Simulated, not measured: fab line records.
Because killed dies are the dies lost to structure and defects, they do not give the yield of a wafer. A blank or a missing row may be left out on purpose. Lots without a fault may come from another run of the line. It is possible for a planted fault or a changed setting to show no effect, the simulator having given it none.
fab line records	flow ritCmos
[record] lots = 14	wafers = 42	lastDay = 7
route steps=202 shown ACTIVE@14 M1@202
lots that met no fault: taken from a fault-free run of the same line
startH: hours from the record's first day to the start of the lot's first wafer shown	waitH: hours from the lot's prior step to this one	" identical to the entry in the row above	L1.1+2: one row covering several wafers at once	- either no value or no given start	* or withheld: withheld	< > ~ a bound
route shown NAME@n: a module of which the file shows steps, and the number in the route of the first	usual: the fault-free wafers' mean and standard deviation	same: alike in all rows	chamber/n: place in a boat	sites: readings site by site	_std_site: standard deviation of those values	_edge_site: outer sites' mean less inner sites'	radiusMm: for every site, how far away it sits from the centre of the wafer	mask NAME#n: copy n	behind: the last tool/chamber to shape the wafer	hold: cause of the lot's hold/its duration in hours/its outcome	device: which transistor (n, p or np) failed to switch	end of line: at the end of the route, the tests of the same wafers	a step without rows: its recipe alone	killed: count of dies lost to structure and defects at first sort (not the wafer's yield)	map: a wafer's dies, x killed, . not, _ none there
set.NAME: the run value of the setting; set.NAME@STEP: its run value at that earlier step	model.NAME: the simulator's own value behind a step, which no gauge read
a sample of lots followed through the steps of the route, with each step as a table and each wafer as a row
services: from which hour (startH, from the record's first day; less than 0 if before it) a tool's chamber was out of use, for how many hours, and why
[[steps]]
[step RIT_ACTIVE_ETCH_13]
[recipe] stopOn = SiO2	chemistry = SF6	target = Si3N4	timeS = 210	overEtchFrac = 0.4	SF6_flow_sccm = 200	pressureMtorr = 260	rfW = 125	targetDepthA = 2100
[usual] chamberPressureMTorr = 260.04/0.25	drypumpMotorCurrentA = 5.8/0.44	oesProductAu = 0.817/0.013	rfFwdPowerW = 124.6/0.44	throttleValvePct = 7.43/0.14
lot.wafer	tool	chamber	startH	waitH	chamberPressureMTorr	drypumpMotorCurrentA	oesProductAu	rfFwdPowerW	rfHoursCounterH	throttleValvePct
L585.1	rieDiel-01	0	14.71	0.1	260.07	5.4	0.808	125.4	65	7.55
L585.4	"	2	"	"	259.88	5.4	0.825	125.1	122	7.19
L585.5	"	1	"	"	260.14	5.7	0.822	125.1	-	7.64
L587.3	rieDiel-03	0	24.71	0.1	259.98	5.3	0.814	124.9	166	7.50
L587.4	"	3	"	"	260.17	6.5	0.830	124.1	137	7.55
L587.6	"	2	"	"	259.75	6.3	0.838	124.5	-	7.40
L588.1	rieDiel-01	1	29.71	0.1	260.00	5.7	0.822	123.3	69	7.62
L588.3	"	3	"	"	260.16	6.7	0.836	124.5	2	7.37
L588.4	"	0	"	"	259.52	5.4	0.807	124.8	65	7.53
L589.2	rieDiel-04	1	34.83	0.1	259.75	5.9	0.829	124.3	10	7.54
L589.5	"	1	"	"	259.96	5.9	0.830	124.1	-	7.54
L589.6	"	2	"	"	260.05	5.4	0.836	125.0	-	7.41
L590.1	rieDiel-04	2	39.71	0.1	259.93	5.4	0.822	124.5	72	7.41
L590.2	"	3	"	"	260.19	5.8	0.797	124.6	61	7.26
L590.5	"	2	"	"	259.89	5.4	0.824	124.6	-	7.43
L592.2	rieDiel-04	3	49.88	0.1	260.37	5.8	0.802	124.8	62	7.25
L592.3	"	2	"	"	259.79	5.4	0.813	124.8	72	7.42
L592.6	"	3	"	"	260.44	5.8	0.798	124.2	-	7.26
L594.1	rieDiel-01	2	59.71	0.1	260.20	5.4	0.810	124.2	123	7.21
L594.2	"	0	"	"	259.95	5.4	0.804	124.7	66	7.53
L594.4	"	2	"	"	260.26	5.4	0.808	124.2	-	7.21
L595.1	rieDiel-01	0	64.78	0.1	260.00	5.4	0.792	124.7	66	7.53
L595.2	"	3	"	"	259.70	6.6	0.824	124.6	3	7.38
L595.3	"	2	"	"	260.06	5.4	0.796	125.1	123	7.21
L596.2	rieDiel-03	1	71.66	0.1	259.93	5.5	0.820	124.5	116	7.54
L596.3	"	3	"	"	260.31	6.5	0.838	123.9	138	7.57
L596.4	"	1	"	"	259.75	5.6	0.815	124.5	-	7.53
L597.2	rieDiel-03	1	76.22	0.1	259.77	5.6	0.819	124.9	116	7.54
L597.4	"	3	"	"	259.85	6.5	0.823	123.9	-	7.57
L597.5	"	1	"	"	260.04	5.6	0.814	125.1	-	7.54
L598.2	rieDiel-04	1	80.69	0.1	260.10	5.9	0.824	124.5	11	7.53
L598.3	"	3	"	"	260.04	5.8	0.805	125.1	62	7.27
L598.6	"	1	"	"	259.98	5.8	0.814	124.9	-	7.53
L599.3	rieDiel-01	2	85.54	0.1	260.09	5.4	0.812	125.5	123	7.21
L599.5	"	3	"	"	260.17	6.7	0.822	124.2	-	7.38
L599.6	"	2	"	"	260.01	5.4	0.805	125.4	-	7.20
L605.1	rieDiel-01	0	114.71	0.1	260.36	5.4	0.805	124.4	66	7.52
L605.4	"	2	"	"	311.70	5.4	0.819	125.1	124	7.22
L605.6	"	2	"	"	312.02	5.4	0.816	125.0	-	7.20
L608.2	rieDiel-01	2	129.83	0.1	311.64	5.4	0.817	124.6	124	7.21
L608.4	"	1	"	"	260.20	5.7	0.812	124.3	70	7.62
L608.6	"	3	"	"	259.91	6.6	0.835	124.2	-	7.38
[step RIT_M1_PROBE_99]
[usual] killed_at_M0_to_M3 = 0.0/0.14	killedAtContacts = 0.0/0.22	killedAtFrontEnd = 6.9/3	killedDies = 6.9/3	killedOpen = 3.5/2	killedShort = 3.4/2.1
[same] grossDies = 264	killed_at_M4_up = 0	killedAtBackSide = 0	killedAtOther = 0
lot.wafer	tool	chamber	startH	waitH	killed_at_M0_to_M3	killedAtContacts	killedAtFrontEnd	killedDies	killedOpen	killedShort
L599.3	prober-01	-	126.43	0.2	0	0	6	6	4	2
L599.5	prober-01	-	126.53	0.2	0	0	5	5	3	2
L599.6	prober-01	-	126.58	0.2	0	0	9	9	4	5
// killed by level:class
L599.3 SPACER:geometricParticle:short=2 FOX1:geometricParticle:open=1 FOX2:geometricParticle:open=1 REOX:geometricParticle:open=1 SILICIDE:geometricParticle:open=1
L599.5 GATE:geometricParticle:open=3 GATE:geometricParticle:short=2
L599.6 GATE:geometricParticle:open=2 GATE:geometricParticle:short=2 FOX1:geometricParticle:open=1 FOX1:geometricParticle:short=1 FOX2:geometricParticle:short=1 REOX:geometricParticle:short=1 SPACER:geometricParticle:open=1
[[services]]
tool	chamber	startH	hours	kind
rieDiel-04	0	12.72	49.8	repair
rieDiel-03	-	13.86	3.2	repair
rieDiel-04	3	22.06	12.6	repair
rieDiel-01	-	31.44	0.4	repair
rieDiel-01	2	48.18	1.8	repair
rieDiel-04	-	54.48	0.2	repair
rieDiel-01	1	59.16	34.2	repair
rieDiel-01	-	66.61	14.6	pm
rieDiel-03	0	68.01	-	clean
rieDiel-03	0	68.01	17.0	scheduledDown
rieDiel-03	0	68.01	17.0	ventCycle
rieDiel-04	0	72.87	-	clean
rieDiel-04	0	72.87	25.2	scheduledDown
rieDiel-04	0	72.87	25.2	ventCycle
rieDiel-04	2	85.36	21.6	repair
rieDiel-03	2	115.14	2.8	repair
rieDiel-01	-	119.03	0.6	repair
[[key]]
[firstSign] step = RIT_ACTIVE_ETCH_13	reading = chamberPressureMTorr	direction = up	sigmas = 99+	usual = 260.04	struck = 311.79
effect none on later readings
metAt RIT_ACTIVE_ETCH_13
struckLots L605,L608
struckWafers L605.4,L605.6,L608.2
testerLeftOut L605,L608
onsetBetween 85.54 114.71
[fault] kind = processParameterDrift	tool = rieDiel-01	chamber = 2	onsetH = 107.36	steps = RIT_ACTIVE_ETCH_13	channel = pressureMtorr	offset = 52	shape = step	endH = 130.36	actsIn = theseRecipesOnly	stated = 260
// testerLeftOut: of these lots the tester's yield and bins aren't shown, on N5 and GAA mostly nor the transistor test; their killed dies are dies lost to structure and defects alone, not to doping, threshold or leakage, so they don't give the yield
